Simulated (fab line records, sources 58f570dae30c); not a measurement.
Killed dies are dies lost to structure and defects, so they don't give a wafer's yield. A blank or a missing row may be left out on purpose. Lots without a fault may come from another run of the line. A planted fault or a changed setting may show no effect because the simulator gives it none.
Split-lot experiment | flow berkeley_cmos170 | 5 lots, 23 wafers read, on a route of 331 steps

THE SPLIT
At UCB170_M2_SPUTTER_01 (material Al, target thk 900 nm, time 120 s), the setting power_w was moved away from the recipe's 6000 W on 8 of the 23 wafers read, by +6.2% to +8.2%. The other wafers ran this setting at the recipe's value.

FROM THE SPLIT TO THE READING: what the file shows between them, 1 step
- UCB170_M2_RS_MEAS_02: measures by four-point-probe

THE READING
M2_AL_THK, in nm, at UCB170_M2_THK_MEAS_03 (measures by xrf). Fault-free wafers of this fab line usually give 897 nm, standard deviation 7.8 nm.

wafer  | tool, chamber at the split | power_w as run, W | against the recipe | M2_AL_THK, nm | against lot-mates on the recipe
L074.1 | pvd_sputter-02, -          | 6372              | +6.2%              | 947           | +60
L074.3 | pvd_sputter-02, -          | 6372              | +6.2%              | 937           | +50
L074.4 | pvd_sputter-02, -          | 6372              | +6.2%              | 941           | +54
L074.5 | pvd_sputter-02, -          | 6000              | recipe             | 886           | -
L074.6 | pvd_sputter-02, -          | 6000              | recipe             | 889           | -
L076.1 | pvd_sputter-02, -          | 6000              | recipe             | 904           | -
L076.2 | pvd_sputter-02, -          | 6000              | recipe             | 890           | -
L076.3 | pvd_sputter-02, -          | 6000              | recipe             | 899           | -
L077.1 | pvd_sputter-02, -          | 6439              | +7.3%              | 961           | +70
L077.2 | pvd_sputter-02, -          | 6000              | recipe             | 889           | -
L077.4 | pvd_sputter-02, -          | 6000              | recipe             | 890           | -
L077.5 | pvd_sputter-02, -          | 6000              | recipe             | 893           | -
L077.6 | pvd_sputter-02, -          | 6439              | +7.3%              | 951           | +60
L079.1 | pvd_sputter-04, -          | 6000              | recipe             | 904           | -
L079.2 | pvd_sputter-04, -          | 6000              | recipe             | 905           | -
L079.4 | pvd_sputter-04, -          | 6493              | +8.2%              | 979           | +74
L079.5 | pvd_sputter-04, -          | 6493              | +8.2%              | 976           | +72
L079.6 | pvd_sputter-04, -          | 6493              | +8.2%              | 973           | +68
L083.1 | pvd_sputter-02, -          | 6000              | recipe             | 905           | -
L083.2 | pvd_sputter-02, -          | 6000              | recipe             | 894           | -
L083.3 | pvd_sputter-02, -          | 6000              | recipe             | 897           | -
L083.5 | pvd_sputter-02, -          | 6000              | recipe             | 899           | -
L083.6 | pvd_sputter-02, -          | 6000              | recipe             | 896           | -

THE FIT
A straight line over all 23 wafers: M2_AL_THK changes by +8.77 nm for each +1% of power_w; r = +0.97; the points scatter about the line by 7.4 nm.
The same after taking each lot's own level away (the mean of its wafers on the recipe; 23 wafers): +8.77 nm for each +1%; r = +0.99; scatter 3.8 nm.
On that fit, the largest move of power_w shifts the reading by 72 nm.
The lots' own levels span 887.5 to 904.5 nm, that is 2.2 times the standard deviation above.
So the lot-to-lot level changes the slope little: the two slopes agree.
Check: with one of the wafers moved furthest among these (+8.2%) left out of the fit, the line predicts +71.6 nm for it against its lot-mates. It came out at +74.5 nm against them.

OTHER SPLITS ON THESE WAFERS
These wafers also went through other splits before the reading. Each is held against what the fit with the lots' levels taken away leaves over:
other split on the same wafers | wafers away from the commonest value | r with M2_AL_THK (lot level and that fit taken away)
UCB170_M1_SPUTTER_00 time_s    | 5                                    | -0.26

THE WHOLE CHAIN: every reading that the file lists as answering this split, in the file's order
step                  | what it does                               | reading                                                                     | change (the file's fit)               | r (the file's)
UCB170_M2_SPUTTER_01  | material Al, target thk 900 nm, time 120 s | Al_of_M2_SPUTTER_01.thk_nm (the simulator's own value, which no gauge read) | +8.66 nm for each +1% of the setting  | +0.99
UCB170_M2_RS_MEAS_02  | measures by four-point-probe               | M2_AL_RS                                                                    | -0.000289 for each +1% of the setting | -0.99
UCB170_M2_THK_MEAS_03 | measures by xrf                            | M2_AL_THK                                                                   | +8.8 for each +1% of the setting      | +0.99

THE FILE'S OWN FIT
M2_AL_THK changes by +8.8 nm for each +1% of power_w, r = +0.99.
